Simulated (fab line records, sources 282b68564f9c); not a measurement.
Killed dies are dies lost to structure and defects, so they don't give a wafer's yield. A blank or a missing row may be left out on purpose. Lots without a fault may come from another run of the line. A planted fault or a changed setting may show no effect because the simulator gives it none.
Which tool did it? | flow rit_cmos | 14 lots, 42 wafers sampled, at 3 steps of a route of 202

WHAT THE GAUGES READ, wafer by wafer
RIT_GATE_CD_MEAS_90: target cd 150 nm. Usual: cd_nm 149.6 nm, standard deviation 2.5.
lot  | measured    | on        | cd_nm (nm)        | flag
L238 | day 2 22:28 | cd_sem-01 | 150.6 151.8 152.2 |
L239 | day 3 03:52 | cd_sem-01 | 147.3 147.3 148.5 |
L240 | day 3 08:55 | cd_sem-01 | 153.7 150.3 153.4 |
L241 | day 3 16:21 | cd_sem-01 | 150.3 151.2 150.7 |
L242 | day 3 19:26 | cd_sem-01 | 147.2 146.4 146.8 |
L245 | day 4 10:05 | cd_sem-01 | 145.1 148.2 149.3 |
L246 | day 4 15:51 | cd_sem-01 | 148.9 147.5 149.6 |
L247 | day 4 23:50 | cd_sem-01 | 152.4 153.2 154.0 |
L248 | day 5 04:16 | cd_sem-01 | 153.4 150.6 149.7 |
L249 | day 5 10:28 | cd_sem-01 | 151.0 150.9 149.2 |
L252 | day 5 22:30 | cd_sem-01 | 146.5 145.2 145.6 |
L255 | day 6 13:01 | cd_sem-01 | 152.9 153.4 152.5 |
L256 | day 6 16:23 | cd_sem-02 | 148.7 150.0 151.2 |
L257 | day 6 22:52 | cd_sem-02 | 151.5 152.1 152.0 |

RIT_NSD_OVL_MEAS_06. Usual: NSD_OVL 0.5 nm, standard deviation 1.5.
lot  | measured    | on         | NSD_OVL (nm)   | flag
L238 | day 3 08:11 | overlay-01 | -1.4 0.9 1.2   |
L239 | day 3 13:42 | overlay-02 | 0.9 3.3 2.0    |
L240 | day 3 18:14 | overlay-01 | 0.5 0.1 1.0    |
L241 | day 4 01:56 | overlay-02 | 0.8 0.4 -0.1   |
L242 | day 4 05:13 | overlay-02 | -1.4 0.8 -2.6  |
L245 | day 4 19:41 | overlay-01 | -1.6 -0.8 -0.7 |
L246 | day 5 01:17 | overlay-02 | 1.6 1.5 0.2    |
L247 | day 5 11:45 | overlay-02 | 2.2 -0.7 0.5   |
L248 | day 5 14:39 | overlay-02 | 1.9 2.8 2.4    |
L249 | day 5 20:10 | overlay-01 | 0.5 1.4 0.3    |
L252 | day 6 08:09 | overlay-02 | 2.3 0.5 0.5    |
L255 | day 6 22:55 | overlay-01 | 2.5 3.2 1.0    |
L256 | day 7 01:55 | overlay-01 | 3.9 3.8 2.1    |
L257 | day 7 09:33 | overlay-02 | -0.6 -0.8 0.1  |

WHICH TOOL RAN EACH LOT (tool, then ch and the chambers of the sampled wafers, then the start)
lot  | RIT_PRETRO_STRIP_09
L238 | plasma_asher-02 ch 0,1, day 2 16:52
L239 | plasma_asher-04 ch 0,1, day 2 22:07
L240 | plasma_asher-01 ch 0,1, day 3 03:23
L241 | plasma_asher-02 ch 0,1, day 3 10:16
L242 | plasma_asher-04 ch 1, day 3 13:59
L245 | plasma_asher-01 ch 0,1, day 4 04:36
L246 | plasma_asher-04 ch 0,1, day 4 09:23
L247 | plasma_asher-02 ch 0,1, day 4 15:53
L248 | plasma_asher-02 ch 0,1, day 4 20:52
L249 | plasma_asher-04 ch 0,1, day 5 04:33
L252 | plasma_asher-04 ch 0,1, day 5 17:01
L255 | plasma_asher-04 ch 1, day 6 06:42
L256 | plasma_asher-04 ch 0,1, day 6 11:09
L257 | plasma_asher-01 ch 0,1, day 6 16:49
- RIT_PRETRO_STRIP_09: strips in O2, time 180 s.

WHAT THE TOOLS THEMSELVES READ (means of the sampled wafers that have a number; where no wafer has one, the mark that the record gives instead)
RIT_PRETRO_STRIP_09. Usual: drypump_motor_current_A 5.6 A, standard deviation 0.46.
lot  | tool            | drypump_motor_current_A (A) | flag
L238 | plasma_asher-02 | 5.9                         |
L239 | plasma_asher-04 | 5.8                         |
L240 | plasma_asher-01 | 5.1                         |
L241 | plasma_asher-02 | 5.9                         |
L242 | plasma_asher-04 | 5.4                         |
L245 | plasma_asher-01 | 5.5                         |
L246 | plasma_asher-04 | 5.8                         |
L247 | plasma_asher-02 | 5.5                         |
L248 | plasma_asher-02 | 5.5                         |
L249 | plasma_asher-04 | 5.8                         |
L252 | plasma_asher-04 | 5.8                         |
L255 | plasma_asher-04 | 5.4                         |
L256 | plasma_asher-04 | 5.8                         |
L257 | plasma_asher-01 | 5.4                         |

THE ANSWER, worked out from the rows above alone
Rule: a lot is off if the mean of its wafers that have a number lies more than 3 standard deviations from the usual mean. A lot without any number at a reading at which 4 lots or more have one is off too. The other lots that the step has rows for count as sound. The gauges are gone through in route order, then the tools' own readings, and for those a lot's mean is taken as printed above. The first step at which some lot is off is used, and at that step the reading that is off furthest; a lot without a number counts as furthest.
No lot is off at any reading shown: from this, nothing can be told.

WHAT THE SIMULATOR HAD PUT IN
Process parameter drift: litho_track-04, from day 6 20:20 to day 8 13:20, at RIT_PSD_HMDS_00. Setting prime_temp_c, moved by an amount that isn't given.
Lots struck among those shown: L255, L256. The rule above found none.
